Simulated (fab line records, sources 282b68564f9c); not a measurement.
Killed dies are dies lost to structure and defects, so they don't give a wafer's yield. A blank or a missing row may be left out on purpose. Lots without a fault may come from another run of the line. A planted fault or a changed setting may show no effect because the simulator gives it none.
A struck lot beside a sound one | flow rit_cmos | 45 steps out of a route of 202
Sound: wafers L332.1, L332.3, L332.6. Struck: wafers L344.2, L344.3, L344.5. The cause comes at the end.
At each step with rows: each side's tool, then ch and its chambers, then its first start. Under that, the readings that differ: sound wafers | struck wafers | difference of the means | sigmas: that difference in standard deviations of wafers without a fault.
alike: readings whose means differ by less than 2 such deviations, and words and numbers that are the same on both sides. not compared: withheld readings, readings that some wafer has no value for, bounds like >300 that may hide the same value, and numbers for which the record gives no deviation and whose values overlap.
The two part at a step that has a row with sigmas, a row that says differs or no value, or rows on one side only. Numbers that don't overlap but have no deviation are shown without sigmas and don't part them. A reading that every wafer of one side lacks parts them only if that side has two wafers or more.

first, 1 step without rows for these wafers: RIT_ACTIVE_DEVELOP_10 (develop time 50 s).
RIT_ACTIVE_CD_MEAS_11: target cd 1400 nm.
  sound on cd_sem-02, day 2 20:34; struck on cd_sem-01, day 5 09:01
  alike: cd_nm
then, 1 step without rows for these wafers: RIT_ACTIVE_HARDBAKE_12 (time 60 s).
RIT_ACTIVE_ETCH_13: etches Si3N4 in SF6, stops on SiO2, time 210 s, target depth 210 nm.
  sound on rie_diel-01 ch 0,1,3, day 2 20:50; struck on rie_diel-03 ch 0,1,2, day 5 09:16
  alike: drypump_motor_current_A, oes_product_au, throttle_valve_pct
  not compared: rf_hours_counter_h
RIT_ACTIVE_STRIP_14: strips in O2, time 180 s.
  sound on plasma_asher-03 ch 0, day 2 20:58; struck on plasma_asher-02 ch 0,1, day 5 09:24
  alike: drypump_motor_current_A, rf_refl_power_W
  not compared: rf_hours_counter_h
RIT_ACTIVE_CD_MEAS_90: target cd 1400 nm.
  sound on cd_sem-02, day 2 21:08; struck on cd_sem-01, day 5 09:35
  alike: cd_nm
then, 4 steps without rows for these wafers: RIT_ACTIVE_CLEAN_15 (cleans in SC1, time 600 s); RIT_ACTIVE_CLEAN_16 (cleans in dHF, time 30 s); RIT_ACTIVE_CLEAN_17 (cleans in SC2, time 600 s); RIT_FOX1_OXIDATION_00 (target thk 350.7 nm, ox time 1130 s).
RIT_FOX1_THK_MEAS_01:
  sound on film_metro-02, day 2 23:18; struck on film_metro-01, day 5 11:35
  alike: FOX1_OXIDE_THK
then, 1 step without rows for these wafers: RIT_FOX1_WET_ETCH_02 (etches SiO2 in BOE, target depth 350 nm, time 390 s).
RIT_FOX2_OXIDATION_00: target thk 350.7 nm, ox time 1130 s.
  sound on furnace-04 ch 0, day 2 23:36; struck on furnace-03 ch 0, day 5 11:46
  reading                                     | sound                | struck               | difference | sigmas
  spike_tc_centre_C (C)                       | 1101.6 1100.4 1102.0 | 1063.0 1063.9 1061.9 | -38.4      | -26
  spike_tc_load_C (C)                         | 1126.2 1126.5 1126.3 | 1092.5 1092.2 1091.9 | -34.1      | -14
  spike_tc_source_C (C)                       | 1123.2 1120.8 1120.7 | 1080.8 1081.2 1082.7 | -40.0      | -13
  tube_center_temp_C (C)                      | 1100 1099.9 1100     | 1060 1060 1060       | -40        | -99 or more
  tube_center_temp_C_max                      | 1103.4 1102.4 1102.5 | 1062.5 1063.4 1062.3 | -40.0      | -80
  zone_power_source_pct (%)                   | 43.5 42.8 43.0       | 39.3 39.2 38.8       | -4.0       | -5
  model.SiO2_of_FOX2_OXIDATION_00.thk_nm (nm) | 352.9 351.5 354.3    | 281.5 283.8 283.3    | -70.0      |
RIT_FOX2_THK_MEAS_01:
  sound on film_metro-02, day 3 00:55; struck on film_metro-01, day 5 13:05
  reading             | sound       | struck      | difference | sigmas
  FOX2_OXIDE_THK (nm) | 353 351 354 | 282 284 283 | -70        | -10
then, 2 steps without rows for these wafers: RIT_FOX2_CLEAN_02 (cleans in dHF, time 180 s); RIT_FOX2_WET_ETCH_03 (etches Si3N4 in H3PO4, target depth 195 nm, time 2700 s).
RIT_FOX2_THK_MEAS_90:
  sound on film_metro-02, day 3 01:49; struck on film_metro-02, day 5 14:02
  reading                     | sound       | struck      | difference | sigmas
  FIELD_OXIDE_LEFT_1_THK (nm) | 325 324 327 | 254 256 256 | -70        | -9
then, 6 steps without rows for these wafers: RIT_NWELL_HMDS_00 (prime time 60 s); RIT_NWELL_COAT_01 (resist thk 1300 nm); RIT_NWELL_SOFTBAKE_02 (time 60 s); RIT_NWELL_EXPOSE_03 (exposes mask M2, target cd 43900 nm); RIT_NWELL_PEB_04; RIT_NWELL_DEVELOP_05 (develop time 68 s).
RIT_NWELL_OVL_MEAS_06:
  sound on overlay-01, day 3 03:07; struck on overlay-02, day 5 15:02
  alike: NWELL_OVL
then, 2 steps without rows for these wafers: RIT_NWELL_HARDBAKE_07 (time 120 s); RIT_NWELL_IMPLANT_08.
RIT_NWELL_STRIP_09: strips in O2, time 180 s.
  sound on plasma_asher-04 ch 0,1, day 3 03:34; struck on plasma_asher-04 ch 0,1, day 5 15:28
  alike: drypump_motor_current_A, rf_refl_power_W
  not compared: rf_hours_counter_h
RIT_NWELL_TW_MEAS_10:
  sound on film_metro-04, day 3 03:44; struck on film_metro-02, day 5 15:38
  reading  | sound          | struck         | difference | sigmas
  NWELL_TW | 2118 2108 2109 | 2167 2158 2156 | +49        | +2
then, 6 steps without rows for these wafers: RIT_PWELL_HMDS_00 (prime time 60 s); RIT_PWELL_COAT_01 (resist thk 1300 nm); RIT_PWELL_SOFTBAKE_02 (time 60 s); RIT_PWELL_EXPOSE_03 (exposes mask M3, target cd 43700 nm); RIT_PWELL_PEB_04; RIT_PWELL_DEVELOP_05 (develop time 68 s).
RIT_PWELL_OVL_MEAS_06:
  sound on overlay-02, day 3 04:59; struck on overlay-02, day 5 16:38
  alike: PWELL_OVL
then, 2 steps without rows for these wafers: RIT_PWELL_HARDBAKE_07 (time 120 s); RIT_PWELL_IMPLANT_08.
RIT_PWELL_STRIP_09: strips in O2, time 180 s.
  sound on plasma_asher-04 ch 0,1, day 3 05:25; struck on plasma_asher-04 ch 0,1, day 5 17:04
  alike: drypump_motor_current_A, rf_refl_power_W
  not compared: rf_hours_counter_h
RIT_PWELL_TW_MEAS_10:
  sound on film_metro-03, day 3 05:35; struck on film_metro-03, day 5 17:15
  alike: PWELL_TW
then, 1 step without rows for these wafers: RIT_WELLDRIVE_ANNEAL_00 (time 14700 s).
RIT_WELLDRIVE_RS_MEAS_01: measures by four-point-probe.
  sound on film_metro-04, day 3 11:16; struck on film_metro-03, day 5 23:35
  reading           | sound             | struck            | difference | sigmas
  NWELL_RS (ohm/sq) | 276.9 276.5 276.7 | 275.2 275.4 274.8 | -1.6       | -2
RIT_WELLDRIVE_RS_MEAS_02: measures by four-point-probe.
  sound on film_metro-04, day 3 11:23; struck on film_metro-03, day 5 23:43
  alike: PWELL_RS
RIT_FOX2_THK_MEAS_91:
  sound on film_metro-01, day 3 15:35; struck on film_metro-04, day 6 03:28
  reading                     | sound       | struck      | difference | sigmas
  FIELD_OXIDE_LEFT_2_THK (nm) | 257 255 258 | 187 189 188 | -69        | -9
RIT_SILICIDE_WET_ETCH_00: etches SiO2 in BOE, target depth 14 nm, time 15 s.
  sound on wet_bench-04 ch 1, day 4 11:14; struck on wet_bench-03 ch 1, day 7 05:27
  reading                                     | sound           | struck            | difference | sigmas
  model.SiO2_of_FOX2_OXIDATION_00.thk_nm (nm) | 151 150.1 153.1 | 81.77 82.62 83.62 | -68.73     |
then, 1 step without rows for these wafers: RIT_M1_PROBE_99.

WHERE THEY PART
First at RIT_FOX2_OXIDATION_00; last, within this record, at RIT_FOX2_THK_MEAS_91.

WHY: what the simulator had put in
Process parameter drift: furnace-03, from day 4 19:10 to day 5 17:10, at RIT_FOX2_OXIDATION_00. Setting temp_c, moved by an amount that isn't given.
